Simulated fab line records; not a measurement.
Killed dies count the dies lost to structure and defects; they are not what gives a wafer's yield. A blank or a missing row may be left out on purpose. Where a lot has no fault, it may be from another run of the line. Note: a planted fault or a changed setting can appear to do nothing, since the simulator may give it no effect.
Struck lot and sound lot, side by side | flow rit_cmos | 15 steps out of a route of 202
Sound: the wafers L738.1, L738.2, L738.6. Struck: wafers L754.2, L754.3, L754.5. The cause is given at the end.
At each step with rows: each side's tool, then ch and its chambers, then its first start. Under that, the readings that differ: sound wafers | struck wafers | difference of the means | sigmas: that difference in standard deviations of wafers without a fault.
alike: same words and numbers on both sides, and readings whose means sit less than 2 such deviations apart. not compared: any withheld reading, any reading some wafer has no value for, any bound like >300 that may hide the same value, and any number with overlapping values for which the record gives no deviation.
Wherever a step has rows on one side only, a row that says differs or no value, or a row with sigmas, the two part there. Non-overlapping numbers with no deviation appear without sigmas and do not part them. A reading that every wafer of one side lacks parts them only if that side has two wafers or more.

RIT_ACTIVE_THK_MEAS_02:
  sound on film_metro-04 at day 2 23:13; struck on film_metro-04 at day 6 08:19
  alike: ACTIVE_OXIDE_THK
then, 1 step without rows for these wafers: RIT_ACTIVE_CVD_03 (deposits Si3N4 from SiH2Cl2/NH3, target thk 150 nm, time 1500 s).
RIT_ACTIVE_THK_MEAS_04:
  sound on film_metro-01 at day 3 00:41; struck on film_metro-01 at day 6 10:30
  alike: ACTIVE_NITRIDE_THK
then, 6 steps without rows for these wafers: RIT_ACTIVE_HMDS_05 (prime time 60 s); RIT_ACTIVE_COAT_06 (resist thk 1000 nm); RIT_ACTIVE_SOFTBAKE_07 (time 60 s); RIT_ACTIVE_EXPOSE_08 (exposes mask M1, target cd 1400 nm); RIT_ACTIVE_PEB_09; RIT_ACTIVE_DEVELOP_10 (develop time 50 s).
RIT_ACTIVE_CD_MEAS_11: the cd target is 1400 nm.
  sound on cd_sem-01 at day 3 01:43; struck on cd_sem-01 at day 6 11:33
  alike: cd_nm
then, 1 step without rows for these wafers: RIT_ACTIVE_HARDBAKE_12 (time 60 s).
RIT_ACTIVE_ETCH_13: etches Si3N4 in SF6, stops on SiO2, time 210 s, target depth 210 nm.
  sound on rie_diel-03 ch 2,3, day 3 01:59; struck on rie_diel-03 ch 0,1,3, day 6 11:48
  alike: drypump_motor_current_A, oes_product_au, throttle_valve_pct
  not compared: rf_hours_counter_h
RIT_ACTIVE_STRIP_14: strips in O2, time 180 s.
  sound on plasma_asher-01 ch 0,1, day 3 02:07; struck on plasma_asher-02 ch 0, day 6 11:56
  reading                        | sound          | struck         | difference | sigmas
  chamber_pressure_mTorr (mTorr) | 3997 4003 4004 | 3202 3203 3203 | -799       | -99 or more
  alike: drypump_motor_current_A, o2_flow_sccm
  not compared: rf_hours_counter_h
RIT_ACTIVE_CD_MEAS_90: the cd target is 1400 nm.
  sound on cd_sem-02 at day 3 02:18; struck on cd_sem-02 at day 6 12:08
  alike: cd_nm
-- the record jumps here: 2 days lie between the struck wafers' starts before and after (it left off in module ACTIVE and takes up again in module M1, whose first step shown is number 202 of the route) --
RIT_M1_PROBE_99:
  sound on prober-01 at day 4 23:14; struck on prober-01 at day 8 16:50
  reading             | sound | struck  | difference | sigmas
  killed_at_front_end | 3 7 1 | 10 12 7 | +6         | +2
  killed_dies         | 3 7 1 | 10 12 7 | +6         | +2
  alike: killed_open, killed_short

## WHERE THEY PART
Last at RIT_M1_PROBE_99 as far as this record goes, first at RIT_ACTIVE_STRIP_14.

WHY: the cause the simulator had injected
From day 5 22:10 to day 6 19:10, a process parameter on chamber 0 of plasma_asher-02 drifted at RIT_ACTIVE_STRIP_14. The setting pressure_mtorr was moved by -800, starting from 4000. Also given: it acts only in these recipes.
